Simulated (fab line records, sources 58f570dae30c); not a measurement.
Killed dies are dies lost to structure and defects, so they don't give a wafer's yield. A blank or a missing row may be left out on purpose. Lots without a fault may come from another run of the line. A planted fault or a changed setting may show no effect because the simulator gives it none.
Which tool did it? | flow berkeley_cmos170 | 15 lots, 45 wafers sampled, at 4 steps of a route of 331

WHAT THE GAUGES READ, wafer by wafer
UCB170_NSD_TW_MEAS_10.
lot  | measured     | on            | NSD_TW
L894 | day 8 03:47  | film_metro-03 | 4249 4242 4251
L895 | day 8 22:17  | film_metro-04 | 4192 4176 4204
L897 | day 9 07:23  | film_metro-03 | 4203 4209 4187
L899 | day 9 21:50  | film_metro-02 | 4190 4193 4194
L903 | day 9 22:07  | film_metro-04 | 4212 4193 4219
L900 | day 9 22:29  | film_metro-04 | 4181 4204 4204
L909 | day 11 11:28 | film_metro-02 | 4206 4234 4197
L908 | day 11 11:46 | film_metro-03 | 4234 4211 4260
L907 | day 11 12:03 | film_metro-02 | 4235 4225 4203
L906 | day 11 12:19 | film_metro-03 | 4223 4248 4240
L910 | day 12 04:13 | film_metro-02 | 4198 4191 4167
L911 | day 12 04:31 | film_metro-04 | 4203 4217 4206
L914 | day 12 15:21 | film_metro-03 | 4221 4233 4230
L913 | day 12 15:55 | film_metro-02 | 4189 4180 4171
L912 | day 12 21:26 | film_metro-02 | 4192 4182 4196

UCB170_CONTACT_THK_MEAS_02.
lot  | measured     | on            | CONTACT_PSG_THK (nm)
L894 | day 8 09:04  | film_metro-02 | 691 691 689
L895 | day 9 02:17  | film_metro-01 | 698 695 695
L897 | day 9 11:22  | film_metro-03 | 693 691 692
L899 | day 10 03:44 | film_metro-01 | 692 687 690
L903 | day 10 04:40 | film_metro-02 | 691 686 686
L900 | day 10 04:40 | film_metro-01 | 681 683 678
L909 | day 11 15:35 | film_metro-03 | 684 695 688
L908 | day 11 16:16 | film_metro-03 | 679 681 677
L907 | day 11 16:17 | film_metro-02 | 683 678 678
L906 | day 11 18:02 | film_metro-02 | 686 687 682
L910 | day 12 08:59 | film_metro-02 | 685 687 684
L911 | day 12 09:01 | film_metro-03 | 680 672 678
L914 | day 12 19:26 | film_metro-02 | 686 687 680
L913 | day 12 20:26 | film_metro-02 | 697 697 692
L912 | day 13 03:45 | film_metro-01 | 676 675 673

UCB170_CONTACT_OVL_MEAS_16.
lot  | measured     | on         | CONTACT_OVL (nm)
L894 | day 8 12:03  | overlay-01 | 0 5 -1
L895 | day 9 04:50  | overlay-02 | -6 -1 3
L897 | day 9 13:10  | overlay-02 | 6 2 9
L899 | day 10 06:55 | overlay-02 | -1 0 -14
L903 | day 10 07:11 | overlay-02 | 6 9 -1
L900 | day 10 07:28 | overlay-02 | -1 6 4
L909 | day 11 17:30 | overlay-02 | -2 2 6
L908 | day 11 18:45 | overlay-02 | -2 -5 4
L907 | day 11 18:29 | overlay-01 | 0 0 -10
L906 | day 11 19:59 | overlay-01 | -4 8 -2
L910 | day 12 11:58 | overlay-02 | -10 -1 -3
L911 | day 12 12:30 | overlay-02 | 1 -3 0
L914 | day 12 21:53 | overlay-01 | -16 -4 -6
L913 | day 12 22:17 | overlay-02 | 4 -2 2
L912 | day 13 06:15 | overlay-01 | -8 -3 8

WHICH TOOL RAN EACH LOT (tool, then ch and the chambers of the sampled wafers, then the start)
lot  | UCB170_CONTACT_CLEAN_00
L894 | wet_bench-01 ch 3, day 8 06:38
L895 | wet_bench-02 ch 0, day 9 00:18
L897 | wet_bench-01 ch 2, day 9 09:22
L899 | wet_bench-02 ch 1, day 10 00:53
L903 | wet_bench-02 ch 3, day 10 01:15
L900 | wet_bench-02 ch 1, day 10 01:52
L909 | wet_bench-02 ch 2, day 11 13:38
L908 | wet_bench-02 ch 1, day 11 13:50
L907 | wet_bench-02 ch 0, day 11 14:05
L906 | wet_bench-02 ch 3, day 11 14:21
L910 | wet_bench-01 ch 3, day 12 06:13
L911 | wet_bench-01 ch 2, day 12 06:26
L914 | wet_bench-02 ch 1, day 12 17:28
L913 | wet_bench-02 ch 0, day 12 17:52
L912 | wet_bench-04 ch 2, day 13 01:47
- UCB170_CONTACT_CLEAN_00: cleans in SPM, time 600 s.

WHAT THE TOOLS THEMSELVES READ (means of the sampled wafers that have a number; where no wafer has one, the mark that the record gives instead)
UCB170_CONTACT_CLEAN_00.
lot  | tool         | bath_guard_temp_C (C) | bath_heat_duty_pct (%)
L894 | wet_bench-01 | 120.0                 | 11.4
L895 | wet_bench-02 | 120.3                 | 13.6
L897 | wet_bench-01 | 120.1                 | 13.0
L899 | wet_bench-02 | 120.2                 | 11.7
L903 | wet_bench-02 | 120.5                 | 12.5
L900 | wet_bench-02 | 120.4                 | 10.7
L909 | wet_bench-02 | 120.5                 | 13.0
L908 | wet_bench-02 | -                     | -
L907 | wet_bench-02 | -                     | -
L906 | wet_bench-02 | -                     | -
L910 | wet_bench-01 | 119.9                 | 11.2
L911 | wet_bench-01 | 120.2                 | 12.7
L914 | wet_bench-02 | 120.0                 | 11.1
L913 | wet_bench-02 | 120.4                 | 12.8
L912 | wet_bench-04 | 119.3                 | 12.7

THE ANSWER, worked out from the rows above alone
Rule: what is usual is taken from the lots themselves. Put in order of their means at a reading, lots are off if they are a third of the lots or fewer, leave a main group of 4 or more, and stand apart from it by a gap of 3 or more times the standard deviation of the main group's means; of several such gaps the widest counts. A main group whose means are all the same, to the digits that the tables above print for the reading, isn't used. A lot without any number at a reading at which 4 lots or more have one is off too. The other lots that the step has rows for count as sound. The gauges are gone through in route order, then the tools' own readings, and for those a lot's mean is taken as printed above. The first step at which some lot is off is used, and at that step the reading that is off furthest; a lot without a number counts as furthest.
Off: L908, L907, L906, at UCB170_CONTACT_CLEAN_00 (bath_guard_temp_C). Without a number there: L908, L907, L906. The main group: mean 120.2 C, standard deviation 0.32.
A tool fits if, at that step or a process step before it, it ran every lot that is off, and no sound lot after the first of them. None of those tried fits.

WHAT THE SIMULATOR HAD PUT IN
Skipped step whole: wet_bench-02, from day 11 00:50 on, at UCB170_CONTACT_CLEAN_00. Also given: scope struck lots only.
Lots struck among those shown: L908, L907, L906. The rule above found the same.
